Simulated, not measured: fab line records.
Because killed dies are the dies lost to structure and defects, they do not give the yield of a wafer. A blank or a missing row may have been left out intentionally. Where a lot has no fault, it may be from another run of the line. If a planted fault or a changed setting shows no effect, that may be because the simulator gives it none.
What tool caused it? -- flow ritCmos -- 42 wafers from 14 lots sampled at 2 of the route's 202 steps

## WHAT THE GAUGES SHOWED, per wafer
RIT_PRETRO_OVL_MEAS_06. Usual: PRETRO_OVL typically reads -0.2 nm, with standard deviation 1.3.
lot,measured,on,PRETRO_OVL (nm),flag
L516,day 2 06:46,overlay-02,0.6 -1.7 -0.2,
L517,day 2 13:48,overlay-01,2.5 2.0 0.2,
L518,day 2 19:31,overlay-01,0.2 -0.4 -0.2,
L519,day 3 00:48,overlay-01,1.2 0.7 -0.5,
L520,day 3 05:54,overlay-02,-2.4 -0.3 -0.2,
L525,day 4 06:25,overlay-01,-1.0 1.2 -0.6,
L526,day 4 11:25,overlay-01,-1.4 -0.3 -2.4,
L530,day 5 05:36,overlay-02,0.3 -0.7 -0.1,
L531,day 5 11:57,overlay-01,-0.3 -0.3 0.0,
L533,day 5 22:51,overlay-02,-0.3 -0.3 0.9,
L536,day 6 14:21,overlay-01,0.8 1.8 1.9,
L537,day 6 20:06,overlay-01,1.4 1.0 1.0,
L538,day 6 22:53,overlay-02,-0.8 -0.9 0.4,
L539,day 7 02:34,overlay-01,2.1 1.9 0.2,

RIT_GATE_CD_MEAS_16 targets a cd of 150 nm. Usual: cdNm 150.1 nm, standard deviation 2.4.
lot,measured,on,cdNm (nm),flag
L516,day 2 13:54,cdSem-02,150.2 150.4 149.2,
L517,day 2 20:35,cdSem-01,149.3 150.0 149.3,
L518,day 3 00:49,cdSem-02,150.7 150.2 150.5,
L519,day 3 08:53,cdSem-02,148.4 149.9 148.2,
L520,day 3 11:07,cdSem-02,146.6 147.5 147.4,
L525,day 4 13:28,cdSem-01,154.0 151.6 155.6,
L526,day 4 17:21,cdSem-02,150.7 148.1 153.3,
L530,day 5 16:22,cdSem-02,153.0 152.3 153.3,
L531,day 5 18:01,cdSem-01,146.8 149.5 148.8,
L533,day 6 07:45,cdSem-01,151.7 150.4 150.0,
L536,day 6 22:34,cdSem-02,150.6 149.6 153.4,
L537,day 7 01:30,cdSem-02,147.0 147.0 147.5,
L538,day 7 03:59,cdSem-02,153.2 152.8 152.4,
L539,day 7 13:17,cdSem-02,153.2 150.8 150.1,

## EACH LOT AND THE TOOL THAT RAN IT (in order: tool; ch and the chambers of the sampled wafers; start)
The record holds no process step before these readings.

## WHAT THE TOOLS THEMSELVES READ (means of the sampled wafers that have a number; where no wafer has one, the mark that the record gives instead)
The record holds no such reading with a usual standard deviation.

## THE ANSWER, worked out from the rows above alone
Rule: take the mean of a lot's wafers that have a number; if it is more than 3 standard deviations from the usual mean, the lot is off. A lot without any number at a reading at which 4 lots or more have one is off too. All remaining lots with rows at the step are treated as sound. Order of review: gauges by route order, followed by the tools' own readings, for which a lot's mean as printed above is used. At the first step where some lot is off, the reading lying furthest off is the one used; lots without a number count as furthest.
Across all readings shown, no lot is off: no conclusion can be drawn from this.

## WHAT THE SIMULATOR HAD INSERTED
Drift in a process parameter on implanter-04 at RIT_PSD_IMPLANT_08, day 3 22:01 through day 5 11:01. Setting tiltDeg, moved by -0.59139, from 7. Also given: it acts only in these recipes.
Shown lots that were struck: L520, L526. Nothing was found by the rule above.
